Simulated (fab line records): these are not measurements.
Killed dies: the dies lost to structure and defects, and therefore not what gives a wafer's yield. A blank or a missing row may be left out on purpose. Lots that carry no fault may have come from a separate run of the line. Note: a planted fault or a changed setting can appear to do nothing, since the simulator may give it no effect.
Split-lot study :: flow berkeley-cmos170 :: 5 lots, 23 wafers read, on a route of 331 steps

== SPLIT DETAILS ==
At UCB170_WELLDRIVE_OXIDATION_01 (target thk 199 nm, ox time 9000 s), the setting temp-c was moved away from the recipe's 1100 C on 10 of the 23 wafers read, by -1.9% to +2.1%. This setting was run at the recipe's value on the other wafers.

No step appears in the file between the split and the reading.

== THE READING ==
WELLDRIVE_OXIDE_THK at UCB170_WELLDRIVE_THK_MEAS_02, in nm. On this fab line, fault-free wafers typically give 199 nm with a standard deviation of 4.5 nm.

wafer: L074.1
tool, chamber at the split: -, -
temp-c as run, C: 1100
against the recipe: recipe
WELLDRIVE_OXIDE_THK, nm: 199
against lot-mates on the recipe: -

wafer: L074.2
tool, chamber at the split: -, -
temp-c as run, C: 1100
against the recipe: recipe
WELLDRIVE_OXIDE_THK, nm: 196
against lot-mates on the recipe: -

wafer: L074.4
tool, chamber at the split: -, -
temp-c as run, C: 1100
against the recipe: recipe
WELLDRIVE_OXIDE_THK, nm: 195
against lot-mates on the recipe: -

wafer: L074.5
tool, chamber at the split: -, -
temp-c as run, C: 1100
against the recipe: recipe
WELLDRIVE_OXIDE_THK, nm: 198
against lot-mates on the recipe: -

wafer: L074.6
tool, chamber at the split: -, -
temp-c as run, C: 1100
against the recipe: recipe
WELLDRIVE_OXIDE_THK, nm: 200
against lot-mates on the recipe: -

wafer: L076.1
tool, chamber at the split: -, -
temp-c as run, C: 1079
against the recipe: -1.9%
WELLDRIVE_OXIDE_THK, nm: 173
against lot-mates on the recipe: no lot-mate on the recipe

wafer: L076.2
tool, chamber at the split: -, -
temp-c as run, C: 1079
against the recipe: -1.9%
WELLDRIVE_OXIDE_THK, nm: 174
against lot-mates on the recipe: no lot-mate on the recipe

wafer: L076.3
tool, chamber at the split: -, -
temp-c as run, C: 1079
against the recipe: -1.9%
WELLDRIVE_OXIDE_THK, nm: 177
against lot-mates on the recipe: no lot-mate on the recipe

wafer: L076.5
tool, chamber at the split: -, -
temp-c as run, C: 1079
against the recipe: -1.9%
WELLDRIVE_OXIDE_THK, nm: 171
against lot-mates on the recipe: no lot-mate on the recipe

wafer: L076.6
tool, chamber at the split: -, -
temp-c as run, C: 1079
against the recipe: -1.9%
WELLDRIVE_OXIDE_THK, nm: 178
against lot-mates on the recipe: no lot-mate on the recipe

wafer: L083.1
tool, chamber at the split: -, -
temp-c as run, C: 1100
against the recipe: recipe
WELLDRIVE_OXIDE_THK, nm: 196
against lot-mates on the recipe: -

wafer: L083.2
tool, chamber at the split: -, -
temp-c as run, C: 1100
against the recipe: recipe
WELLDRIVE_OXIDE_THK, nm: 193
against lot-mates on the recipe: -

wafer: L083.3
tool, chamber at the split: -, -
temp-c as run, C: 1100
against the recipe: recipe
WELLDRIVE_OXIDE_THK, nm: 195
against lot-mates on the recipe: -

wafer: L083.5
tool, chamber at the split: -, -
temp-c as run, C: 1100
against the recipe: recipe
WELLDRIVE_OXIDE_THK, nm: 195
against lot-mates on the recipe: -

wafer: L083.6
tool, chamber at the split: -, -
temp-c as run, C: 1100
against the recipe: recipe
WELLDRIVE_OXIDE_THK, nm: 197
against lot-mates on the recipe: -

wafer: L084.1
tool, chamber at the split: -, -
temp-c as run, C: 1123
against the recipe: +2.1%
WELLDRIVE_OXIDE_THK, nm: 226
against lot-mates on the recipe: no lot-mate on the recipe

wafer: L084.2
tool, chamber at the split: -, -
temp-c as run, C: 1123
against the recipe: +2.1%
WELLDRIVE_OXIDE_THK, nm: 222
against lot-mates on the recipe: no lot-mate on the recipe

wafer: L084.3
tool, chamber at the split: -, -
temp-c as run, C: 1123
against the recipe: +2.1%
WELLDRIVE_OXIDE_THK, nm: 225
against lot-mates on the recipe: no lot-mate on the recipe

wafer: L084.4
tool, chamber at the split: -, -
temp-c as run, C: 1123
against the recipe: +2.1%
WELLDRIVE_OXIDE_THK, nm: 222
against lot-mates on the recipe: no lot-mate on the recipe

wafer: L084.5
tool, chamber at the split: -, -
temp-c as run, C: 1123
against the recipe: +2.1%
WELLDRIVE_OXIDE_THK, nm: 224
against lot-mates on the recipe: no lot-mate on the recipe

wafer: L085.1
tool, chamber at the split: furnace-02, 0
temp-c as run, C: 1100
against the recipe: recipe
WELLDRIVE_OXIDE_THK, nm: 198
against lot-mates on the recipe: -

wafer: L085.2
tool, chamber at the split: furnace-02, 0
temp-c as run, C: 1100
against the recipe: recipe
WELLDRIVE_OXIDE_THK, nm: 200
against lot-mates on the recipe: -

wafer: L085.4
tool, chamber at the split: furnace-02, 0
temp-c as run, C: 1100
against the recipe: recipe
WELLDRIVE_OXIDE_THK, nm: 202
against lot-mates on the recipe: -

FIT RESULTS
A straight line over all 23 wafers: WELLDRIVE_OXIDE_THK changes by +12.3 nm for each +1% of temp-c; r = +0.99; the points scatter about the line by 2.5 nm.
Too few moved wafers have a lot-mate on the recipe to fit a line with each lot's own level taken away.

== THE WHOLE CHAIN: every reading that the file lists as answering this split, in the file's order ==
step: UCB170_WELLDRIVE_OXIDATION_01
what it does: target thk 199 nm, ox time 9000 s
reading: SiO2_of_WELLDRIVE_OXIDATION_01.thk-nm (the simulator's own value, which no gauge read)
change (the file's fit): +12.3 nm for each +1% of the setting
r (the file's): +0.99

step: UCB170_WELLDRIVE_THK_MEAS_02
what it does: 
reading: WELLDRIVE_OXIDE_THK
change (the file's fit): +12.3 for each +1% of the setting
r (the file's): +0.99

== FILE'S OWN FIT ==
WELLDRIVE_OXIDE_THK changes by +12.3 nm for each +1% of temp-c, r = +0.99.
